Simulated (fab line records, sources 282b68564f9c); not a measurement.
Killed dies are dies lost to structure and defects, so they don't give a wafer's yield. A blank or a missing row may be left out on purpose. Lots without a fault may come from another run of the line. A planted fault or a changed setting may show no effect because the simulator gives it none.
Problem report in the 8D (eight disciplines) form, filled by code | flow rit_cmos | the parts of the form that need people (team, actions taken, sign-off) are left out

1. THE PROBLEM
run_length_s at RIT_M1_METAL_ETCH_12 reads a mean of 202.6 s on 6 wafers of 2 lots; wafers without a fault read 193.9 s with a standard deviation of 1.4. That is +6.2 standard deviations from the usual mean.
The step: etches Al in Cl2/BCl3, stops on SiO2, time 165 s, target depth 600 nm.
First seen on wafer L286.2, day 5 13:25, on rie_metal-01. The record holds 42 wafers of 14 lots with a number at this step. Rule for "out", or "out of limits": more than 4 standard deviations from the usual mean. The other wafers with a number count as sound.

2. WHAT IT IS AND WHAT IT IS NOT
question                    | is                     | is not
which readings at this step | run_length_s           | drypump_motor_current_A, oes_product_au, throttle_valve_pct
which lots                  | L286, L289             | L275, L276, L277, L278, L279, L280, L281, L291, L293, L295, L296, L298
which wafers of those lots  | all that have a number | -
read on which tools         | rie_metal-01           | rie_metal-03, rie_metal-04
when                        | from day 5 13:25       | up to then (21 sound wafers); but 15 sound wafers of L291, L293, L295, L296, L298 came after

3. SUSPECTS, AND WHAT RULES EACH OUT
Counting: a tool at a process step up to the reading stays a suspect if it ran every lot that is out and no sound lot after the first of them.
- plasma_asher-01 at RIT_ACTIVE_STRIP_14 (strips in O2, time 180 s): kept. It ran every lot that is out, first L286 (day 3 21:50), and no sound lot after that; its last sound lot up to then is L281 (day 2 20:58).
- rie_metal-01 at RIT_M1_METAL_ETCH_12 (etches Al in Cl2/BCl3, stops on SiO2, time 165 s, target depth 600 nm): kept. It ran every lot that is out, first L286 (day 5 13:25), and no sound lot after that; its last sound lot up to then is L280 (day 4 10:03). Its own readings are out on those wafers: run_length_s.
Left after counting: plasma_asher-01 at RIT_ACTIVE_STRIP_14, rie_metal-01 at RIT_M1_METAL_ETCH_12.

4. THE CAUSE (what the simulator had put in)
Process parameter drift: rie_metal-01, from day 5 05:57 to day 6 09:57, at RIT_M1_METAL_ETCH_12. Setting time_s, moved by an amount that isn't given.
Counting left 2 suspects, and this tool is among them.

5. THE CHAIN OF EFFECTS, in route order
Each row: a reading whose mean over the struck wafers that have a number lies more than 3 standard deviations from the usual. Only readings for which the record gives a usual standard deviation are gone through. hours: the time from each lot's start at the first step in this table that gives one to its start at this step, as a median over the lots. sigmas: the change in usual standard deviations.
hours | step                 | reading      | usual   | on struck wafers | change | sigmas
0     | RIT_M1_METAL_ETCH_12 | run_length_s | 193.9 s | 202.6            | +8.7   | +6.2
The process steps in it:
- RIT_M1_METAL_ETCH_12: etches Al in Cl2/BCl3, stops on SiO2, time 165 s, target depth 600 nm.

6. WHAT WOULD HAVE CAUGHT IT SOONER
In this record the first reading out of limits was taken at day 5 13:25, 7 hours after the fault began at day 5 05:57.
